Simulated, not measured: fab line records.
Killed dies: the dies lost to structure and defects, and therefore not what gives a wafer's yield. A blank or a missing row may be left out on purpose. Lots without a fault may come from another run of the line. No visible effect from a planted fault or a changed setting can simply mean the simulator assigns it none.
fab line records	flow berkeley_cmos170
[record] lots = 6	wafers = 18	last_day = 11
route steps=331 shown NVT@111 PVT@115
lots that met no fault: from a run of the same line without faults
start_h: the number of hours between the record's first day and the start of the first shown wafer of the lot	wait_h: how many hours have passed since the lot's step before this one	" same as the row above	L1.1+2: one row covering several wafers at once	- value missing, or start not given	* or withheld: withheld	< > ~ a bound
route shown NAME@n: names a module that has steps shown in the file, with the first one's number in the route	usual: mean/standard deviation taken from wafers without a fault	same: alike in all rows	chamber/n: place in a boat	sites: per-site readings	_std_site: the standard deviation of these	_edge_site: outer sites' mean less inner sites'	radius_mm: for every site, how far away it sits from the centre of the wafer	mask NAME#n: copy n	behind: tool/chamber where the wafer was last shaped	hold: reason for holding the lot/hours on hold/outcome of the hold	device: the transistor (n, p or np) that didn't switch	end of line: the tests these same wafers got at the end of their route	a step without rows: its recipe alone	killed: the dies lost at the first sort to structure and to defects; this is not the yield of the wafer	map: the dies of a wafer, with x for killed, . for not killed, _ for no die there
set.NAME: setting as actually run; set.NAME@STEP: the setting as run at that earlier step	model.NAME: the simulator's own value behind a step, which no gauge read
lots seen at some steps along the route; tables by step, rows by wafer
services: the hour from which a tool's chamber was out of use, counted from the record's first day as start_h (under 0 if before that day), plus the number of hours and why
[[steps]]
[step UCB170_NVT_IMPLANT_07]
[recipe] species = BF2	dose_cm2 = 3e+12	energy_kev = 50	tilt_deg = 7
[step UCB170_NVT_STRIP_08]
[recipe] chemistry = O2	power_w = 400	pressure_mtorr = 3500	platen_temp_c = withheld	o2_flow_sccm = 400	overash_fraction = 0.5
[usual] chamber_pressure_mTorr = 3500/3.3	drypump_motor_current_A = 5.9/0.62	oes_product_au = 0.734/0.0046	strip_time_to_endpoint_s = 21.66/0.065
[same] overash_fraction = 0.5
lot.wafer	tool	chamber	start_h	wait_h	chamber_pressure_mTorr	drypump_motor_current_A	oes_product_au	rf_hours_counter_h	strip_time_to_endpoint_s
L854.2	plasma_asher-04	0	137.90	0.1	3502	4.9	0.729	3	21.66
L854.3	"	1	"	"	3497	6.7	0.737	-	21.60
L854.6	"	1	"	"	3504	6.7	0.734	-	21.64
L851.4	plasma_asher-02	1	138.49	0.1	3495	5.5	0.729	-	21.62
L851.5	"	0	"	"	3497	5.7	0.739	-	21.65
L851.6	"	1	"	"	3500	5.5	0.737	-	21.58
L864.3	plasma_asher-03	0	182.92	0.1	3503	6.2	0.738	-	21.60
L864.5	"	1	"	"	3504	6.2	0.723	-	21.61
L864.6	"	0	"	"	3505	6.2	0.730	-	21.58
L861.1	plasma_asher-04	1	183.59	0.1	3499	6.6	0.732	9	21.57
L861.2	"	0	"	"	3504	4.9	0.729	9	21.57
L861.4	"	0	"	"	3495	4.9	0.729	-	21.59
L866.1	plasma_asher-04	0	192.47	0.1	3496	4.9	0.742	10	21.64
L866.2	"	1	"	"	3497	6.6	0.731	10	21.74
L866.3	"	0	"	"	3498	4.9	0.736	-	21.66
L865.1	plasma_asher-03	0	208.28	0.1	3496	6.2	0.731	53	21.64
L865.4	"	1	"	"	3501	6.2	0.734	-	21.71
L865.6	"	0	"	"	3500	6.2	0.738	-	21.67
[step UCB170_NVT_TW_MEAS_09]
[usual] NVT_TW = 527/5.9
lot.wafer	tool	chamber	start_h	wait_h	NVT_TW
L854.2	film_metro-04	-	138.01	0.1	523
L854.3	"	-	"	"	524
L854.6	"	-	"	"	524
L851.4	film_metro-04	-	138.58	0.1	521
L851.5	"	-	"	"	521
L851.6	"	-	"	"	521
L864.3	film_metro-03	-	183.01	0.1	537
L864.5	"	-	"	"	534
L864.6	"	-	"	"	538
L861.1	film_metro-01	-	183.69	0.1	527
L861.2	"	-	"	"	527
L861.4	"	-	"	"	527
L866.1	film_metro-04	-	192.57	0.1	522
L866.2	"	-	"	"	524
L866.3	"	-	"	"	521
L865.1	film_metro-04	-	208.38	0.1	522
L865.4	"	-	"	"	520
L865.6	"	-	"	"	522
[step UCB170_NVT_CLEAN_10]
[recipe] chemistry = SPM	temp_c = 120	time_s = 600
[step UCB170_PVT_HMDS_00]
[recipe] prime_time_s = 60	prime_temp_c = 100
[step UCB170_PVT_COAT_01]
[recipe] resist = KrF	spin_rpm = 1500	resist_thk_nm = 900
[step UCB170_PVT_SOFTBAKE_02]
[recipe] resist = KrF	temp_c = 130	time_s = 60
[step UCB170_PVT_EXPOSE_03]
[recipe] mask_id = NWELL	target_cd_nm = 3000	na = 0.5	sigma_outer = 0.6	source_shape = conventional	dose_mj = 30
[step UCB170_PVT_PEB_04]
[recipe] peb_temp_c = 130	peb_time_s = withheld	resist = KrF
[step UCB170_PVT_DEVELOP_05]
[recipe] developer = TMAH	develop_time_s = 45	resist = KrF	dev_temp_c = 21
[step UCB170_PVT_OVL_MEAS_06]
[usual] PVT_OVL = -2/4.3
lot.wafer	tool	chamber	start_h	wait_h	PVT_OVL[nm]
L854.2	overlay-02	-	140.45	-	-10
L854.3	"	-	"	"	-2
L854.6	"	-	"	"	-7
L851.4	overlay-02	-	140.69	-	3
L851.5	"	-	"	"	3
L851.6	"	-	"	"	0
L864.3	overlay-02	-	186.03	-	3
L864.5	"	-	"	"	1
L864.6	"	-	"	"	-3
L861.1	overlay-02	-	186.47	-	-8
L861.2	"	-	"	"	-7
L861.4	"	-	"	"	-2
L866.1	overlay-01	-	195.26	-	-6
L866.2	"	-	"	"	-5
L866.3	"	-	"	"	-9
L865.1	overlay-02	-	212.25	-	-5
L865.4	"	-	"	"	0
L865.6	"	-	"	"	-1
[step UCB170_PVT_IMPLANT_07]
[recipe] species = P	dose_cm2 = 2e+12	energy_kev = 30	tilt_deg = 7
[step UCB170_PVT_STRIP_08]
[recipe] chemistry = O2	power_w = 400	pressure_mtorr = 3500	platen_temp_c = withheld	o2_flow_sccm = 400	overash_fraction = 0.5
[usual] chamber_pressure_mTorr = 3500/3.1	drypump_motor_current_A = 5.8/0.31	oes_product_au = 0.734/0.0042	overash_fraction = 0.5/0	strip_time_to_endpoint_s = 21.63/0.065
lot.wafer	tool	chamber	start_h	wait_h	chamber_pressure_mTorr	drypump_motor_current_A	oes_product_au	overash_fraction	rf_hours_counter_h	strip_time_to_endpoint_s	model.KrF_of_PVT_COAT_01.thk_nm
L854.2	plasma_asher-03	0	140.63	0.1	-	-	-	-	-	-	889.8
L854.3	"	1	"	"	-	-	-	-	-	-	890.2
L854.6	"	0	"	"	-	-	-	-	-	-	887.8
L851.4	plasma_asher-02	0	140.90	0.1	-	-	-	-	-	-	882
L851.5	"	0	"	"	-	-	-	-	-	-	882.3
L851.6	"	1	"	"	-	-	-	-	-	-	881.5
L864.3	plasma_asher-03	1	186.23	0.1	3496	6.2	0.739	0.5	-	21.66	0
L864.5	"	0	"	"	3500	6.2	0.738	0.5	-	21.64	0
L864.6	"	1	"	"	3504	6.2	0.737	0.5	-	21.65	0
L861.1	plasma_asher-02	1	186.65	0.1	3502	5.5	0.740	0.5	49	21.68	0
L861.2	"	0	"	"	3500	5.7	0.738	0.5	49	21.73	0
L861.4	"	0	"	"	3502	5.7	0.738	0.5	-	21.63	0
L866.1	plasma_asher-02	1	195.45	0.1	3506	5.5	0.733	0.5	50	21.67	0
L866.2	"	0	"	"	3497	5.7	0.741	0.5	50	21.60	0
L866.3	"	0	"	"	3497	5.7	0.742	0.5	-	21.68	0
L865.1	plasma_asher-02	0	212.44	0.1	3498	5.7	0.735	0.5	52	21.63	0
L865.4	"	0	"	"	3501	5.7	0.734	0.5	-	21.58	0
L865.6	"	0	"	"	3499	5.7	0.737	0.5	-	21.57	0
[step UCB170_PVT_TW_MEAS_09]
[usual] PVT_TW = 507/3.8
lot.wafer	tool	chamber	start_h	wait_h	PVT_TW
L854.2	film_metro-01	-	140.74	0.1	512
L854.3	"	-	"	"	512
L854.6	"	-	"	"	511
L851.4	film_metro-04	-	140.99	0.1	506
L851.5	"	-	"	"	506
L851.6	"	-	"	"	505
L864.3	film_metro-04	-	186.32	0.1	504
L864.5	"	-	"	"	505
L864.6	"	-	"	"	506
L861.1	film_metro-04	-	186.75	0.1	507
L861.2	"	-	"	"	503
L861.4	"	-	"	"	506
L866.1	film_metro-04	-	195.55	0.1	504
L866.2	"	-	"	"	503
L866.3	"	-	"	"	508
L865.1	film_metro-04	-	212.54	0.1	504
L865.4	"	-	"	"	506
L865.6	"	-	"	"	504
[[services]]
tool	chamber	start_h	hours	kind
plasma_asher-04	0	117.75	-	clean
plasma_asher-04	1	117.75	-	clean
[[key]]
[first_sign] step = UCB170_PVT_STRIP_08	reading = tool_record	direction = missing
effect none on later readings
[model_effect] step = UCB170_PVT_STRIP_08	value = KrF_of_PVT_COAT_01.thk_nm	without = 0	struck = 885.6
met_at UCB170_PVT_STRIP_08
struck_wafers L851.4,L851.5,L851.6,L854.2,L854.3,L854.6
later_rows_left_out L851.4,L851.5,L851.6,L854.2,L854.3,L854.6
sort_left_out L851.4,L851.5,L851.6,L854.2,L854.3,L854.6
tester_left_out L851,L854
[fault] kind = skipped_step_whole	tool = plasma_asher-02,plasma_asher-03	chamber = -	onset_h = 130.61	steps = UCB170_PVT_STRIP_08	scope = struck_lots_only
// tester_left_out: of these lots the tester's yield and bins aren't shown, on N5 and GAA mostly nor the transistor test; their killed dies are dies lost to structure and defects alone, not to doping, threshold or leakage, so they don't give the yield
// sort_left_out: the simulated sort isn't trusted on such a fault, so these wafers' sort isn't shown, and their yield isn't known
// later_rows_left_out: the simulator's readings of these wafers behind a module that went badly wrong aren't trusted and aren't shown, but for the sort
